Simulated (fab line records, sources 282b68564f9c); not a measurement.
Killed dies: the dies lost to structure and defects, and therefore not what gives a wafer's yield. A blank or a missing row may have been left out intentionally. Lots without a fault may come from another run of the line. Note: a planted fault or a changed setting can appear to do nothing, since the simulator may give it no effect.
A lot that was struck, set against a sound lot || flow rit_cmos || 18 out of 202 route steps
Sound: these wafers, L852.2, L852.3, L852.5. Wafers L868.2, L868.3, L868.5 were the ones struck. The cause is named last.
For every step that has rows: the tool of each side, followed by ch and its chambers, followed by its first start. Under that, the readings that differ: sound wafers || struck wafers || difference of the means || sigmas: that difference in standard deviations of wafers without a fault.
alike: same words and numbers on both sides, and readings whose means sit less than 2 such deviations apart. not compared: any withheld reading, any reading some wafer has no value for, any bound like >300 that may hide the same value, and any number with overlapping values for which the record gives no deviation.
Wherever a step has rows on one side only, a row that says differs or no value, or a row with sigmas, the two part there. When numbers do not overlap yet have no deviation, they are printed without sigmas and do not part them. A reading missing from all wafers of one side parts the sides only when that side holds two or more wafers.

first, 2 steps without rows for these wafers: RIT_NWELL_HARDBAKE_07 (time 120 s); RIT_NWELL_IMPLANT_08.
RIT_NWELL_STRIP_09: strips in O2, time 180 s.
  sound on plasma_asher-01 ch 0,1, day 2 10:59; struck on plasma_asher-04 ch 0,1, day 5 16:54
  alike: drypump_motor_current_A
  not compared: rf_hours_counter_h
RIT_NWELL_TW_MEAS_10:
  sound: film_metro-04 at day 2 11:10; struck: film_metro-01 at day 5 17:05
  alike: NWELL_TW
then, 6 steps without rows for these wafers: RIT_PWELL_HMDS_00 (prime time 60 s); RIT_PWELL_COAT_01 (resist thk 1300 nm); RIT_PWELL_SOFTBAKE_02 (time 60 s); RIT_PWELL_EXPOSE_03 (exposes mask M3, target cd 43700 nm); RIT_PWELL_PEB_04; RIT_PWELL_DEVELOP_05 (develop time 68 s).
RIT_PWELL_OVL_MEAS_06:
  sound: overlay-01 at day 2 12:06; struck: overlay-01 at day 5 18:08
  alike: PWELL_OVL
then, 1 step without rows for these wafers: RIT_PWELL_HARDBAKE_07 (time 120 s).
RIT_PWELL_IMPLANT_08:
  sound on implanter-03 ch 0, day 2 12:24; struck on implanter-04 ch 0, day 5 18:29
{"reading": "dose_ions_cm2", "sound": "7.011e+13 7.002e+13 6.996e+13", "struck": "9.951e+13 9.94e+13 9.946e+13", "difference": "+2.943e+13", "sigmas": "+99 or more"}
{"reading": "faraday_current_uA", "sound": "225 223 226", "struck": "329 317 297", "difference": "+90", "sigmas": "+20"}
RIT_PWELL_STRIP_09: strips in O2, time 180 s.
  sound on plasma_asher-02 ch 0,1, day 2 12:32; struck on plasma_asher-02 ch 0,1, day 5 18:37
  alike: drypump_motor_current_A
  not compared: rf_hours_counter_h
RIT_PWELL_TW_MEAS_10:
  sound: film_metro-02 at day 2 12:43; struck: film_metro-02 at day 5 19:02
{"reading": "PWELL_TW", "sound": "945 960 952", "struck": "1066 1068 1066", "difference": "+114", "sigmas": "+10"}
  not compared: hold
RIT_WELLDRIVE_RS_MEAS_01: measures by four-point-probe.
  sound: film_metro-01 at day 2 17:55; struck: film_metro-04 at day 6 04:48
  alike: NWELL_RS
RIT_WELLDRIVE_RS_MEAS_02: measures by four-point-probe.
  sound: film_metro-01 at day 2 18:02; struck: film_metro-04 at day 6 05:35
{"reading": "PWELL_RS (ohm/sq)", "sound": "430.5 428.7 428.8", "struck": "345.1 346.2 346.0", "difference": -83.6, "sigmas": -70}
  not compared: hold
RIT_M1_PROBE_99:
  rows exist in the record for the sound wafers here (prober-02, day 4 01:28), none for the struck ones

## WHERE THEY PART
First at RIT_PWELL_IMPLANT_08; last, within this record, at RIT_M1_PROBE_99.

WHY: what the simulator had put in
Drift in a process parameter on implanter-04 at RIT_PWELL_IMPLANT_08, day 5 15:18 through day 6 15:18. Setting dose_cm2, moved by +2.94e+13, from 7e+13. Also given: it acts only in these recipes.
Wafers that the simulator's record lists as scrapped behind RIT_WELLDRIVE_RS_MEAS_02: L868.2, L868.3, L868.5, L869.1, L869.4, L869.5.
